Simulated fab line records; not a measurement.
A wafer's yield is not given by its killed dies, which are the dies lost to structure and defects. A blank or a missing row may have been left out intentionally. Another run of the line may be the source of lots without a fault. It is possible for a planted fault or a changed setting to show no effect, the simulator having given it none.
Problem report in the 8D (eight disciplines) form, filled by code	flow rit cmos	the parts of the form that need people (team, actions taken, sign-off) are left out

== 1. PROBLEM STATEMENT ==
At RIT_NSD_COAT_01, spin speed rpm averages 3374.0 rpm over 6 wafers from 2 lots, while fault-free wafers read 3250.3 rpm, standard deviation 2.1. That is +59 standard deviations from the usual mean.
The step: resist thk 1000 nm.
First seen on wafer L551.4, day 5 21:03, on litho track-01. Wafers with a number at this step in the record: 42, from 14 lots. Rule for "out" (also "out of limits"): further than 4 standard deviations from the usual mean. The rest of the wafers with a number are treated as sound.

== 2. WHAT IT IS, WHAT IT ISN'T ==
question	is	is not
which readings at this step	spin speed rpm	dispense pressure kPa
which lots	L551, L553	L539, L540, L541, L542, L543, L545, L548, L549, L550, L552, L555, L560
which wafers of those lots	all that have a number	-
read on which tools	litho track-01	litho track-02, litho track-03
when	from day 5 21:03	up to then (27 sound wafers); but 9 sound wafers of L552, L555, L560 came after

== 3. SUSPECTS, AND WHAT RULES EACH OUT ==
Counting: a tool stays on the suspect list if, at a process step up to the reading, it processed all lots that are out and no sound lot following the first of them.
- plasma asher-02 at RIT_PLDD_STRIP_09 (strips in O2, time 180 s): ruled out as a lasting fault. Following L551 (day 5 18:07), the first lot on it that is out, the sound lots L555 were run on it.
- litho track-01 at RIT_NSD_COAT_01 (resist thk 1000 nm): kept. It ran every lot that is out, first L551 (day 5 21:03), and no sound lot after that; its last sound lot up to then is L550 (day 5 15:52). Out on those wafers are its own readings of spin speed rpm.
After counting, what remains is litho track-01 at RIT_NSD_COAT_01.

== 4. THE CAUSE (what the simulator had put in) ==
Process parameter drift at RIT_NSD_COAT_01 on litho track-01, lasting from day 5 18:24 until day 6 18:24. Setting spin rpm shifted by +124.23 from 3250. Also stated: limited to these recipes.
This tool alone remained once counting was done.

== 5. THE CHAIN OF EFFECTS, in route order ==
Rows list readings where the struck wafers' mean (over those with a number) sits beyond 3 standard deviations from the usual. Only readings whose record carries a usual standard deviation are examined. hours: median over the lots of the time between each lot's start at the first step of this table that gives one and its start at this step. sigmas: the change, counted in usual standard deviations.
hours	step	reading	usual	on struck wafers	change	sigmas
0	RIT_NSD_COAT_01	spin speed rpm	3250.3 rpm	3374.0	+123.7	+59
Its process steps:
- RIT_NSD_COAT_01: resist thk 1000 nm.
At these later measuring or inspecting steps, every struck wafer for which the step has a row has a number for every such reading, and none has moved that far: RIT_NSD_TW_MEAS_10.

== 6. WHAT WOULD HAVE CAUGHT IT SOONER ==
In this record no reading fell out of limits until day 5 21:03, 3 hours after the fault had begun at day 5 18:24.
